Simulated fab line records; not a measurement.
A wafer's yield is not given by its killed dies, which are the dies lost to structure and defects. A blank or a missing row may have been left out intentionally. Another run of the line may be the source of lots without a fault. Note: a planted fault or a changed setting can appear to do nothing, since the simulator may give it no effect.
A lot that was struck, set against a sound lot | flow rit-cmos | 15 steps out of a route of 202
Sound: the wafers L360.2, L360.3, L360.6. Wafers L364.1, L364.3, L364.5 were the ones struck. The cause is named last.
Each step with rows lists, per side, the tool, then ch with its chambers, then its first start. Under that, the readings that differ: sound wafers | struck wafers | difference of the means | sigmas: that difference in standard deviations of wafers without a fault.
alike: same words and numbers on both sides, and readings whose means sit less than 2 such deviations apart. not compared: any withheld reading, any reading some wafer has no value for, any bound like >300 that may hide the same value, and any number with overlapping values for which the record gives no deviation.
A row with sigmas, a row that says differs or no value, or rows on one side alone: a step with any of these is where the two part. Numbers that don't overlap but have no deviation are shown without sigmas and don't part them. A reading that every wafer of one side lacks parts them only if that side has two wafers or more.

first, 2 steps without rows for these wafers: RIT_NLDD_PEB_04; RIT_NLDD_DEVELOP_05 (develop time 50 s).
RIT_NLDD_OVL_MEAS_06:
  sound: overlay-01 at day 3 00:05; struck: overlay-01 at day 3 16:18
  alike: NLDD_OVL
then, 2 steps without rows for these wafers: RIT_NLDD_HARDBAKE_07 (time 60 s); RIT_NLDD_IMPLANT_08.
RIT_NLDD_STRIP_09: strips in O2, time 180 s.
  sound on plasma-asher-01 ch 0,1, day 3 00:25; struck on plasma-asher-04 ch 0,1, day 3 16:38
  reading                     | sound       | struck      | difference | sigmas
  drypump-motor-current-A (A) | 5.7 5.1 5.1 | 6.6 6.1 6.5 | +1.1       | +2
  not compared: rf-hours-counter-h
RIT_NLDD_TW_MEAS_10:
  sound: film-metro-04 at day 3 00:35; struck: film-metro-03 at day 3 16:49
  alike: NLDD_TW
then, 5 steps without rows for these wafers: RIT_PLDD_HMDS_00 (prime time 60 s); RIT_PLDD_COAT_01 (resist thk 1000 nm); RIT_PLDD_SOFTBAKE_02 (time 60 s); RIT_PLDD_EXPOSE_03 (exposes mask M8, target cd 40900 nm); RIT_PLDD_PEB_04.
RIT_PLDD_DEVELOP_05: develop time 50 s.
  sound on litho-track-04 ch 0, day 3 01:00; struck on litho-track-02 ch 0, day 3 17:00
  reading              | sound             | struck            | difference | sigmas
  developer-temp-C (C) | 22.84 22.81 23.04 | 20.66 20.58 20.67 | -2.26      | -24
  alike: chill-plate-temp-C
RIT_PLDD_OVL_MEAS_06:
  sound: overlay-02 at day 3 01:30; struck: overlay-01 at day 3 17:50
  alike: PLDD_OVL
RIT_M1_PROBE_99:
  sound: prober-01 at day 3 15:57; struck: prober-01 at day 4 07:52
  reading            | sound | struck | difference | sigmas
  killed_at_M0_to_M3 | 0 0 0 | 0 0 1  | +0         | +4
  alike: killed-at-contacts, killed-at-front-end, killed-dies, killed-open, killed-short

== WHERE THEY PART ==
Last at RIT_M1_PROBE_99 as far as this record goes, first at RIT_NLDD_STRIP_09.

WHY: the cause the simulator had injected
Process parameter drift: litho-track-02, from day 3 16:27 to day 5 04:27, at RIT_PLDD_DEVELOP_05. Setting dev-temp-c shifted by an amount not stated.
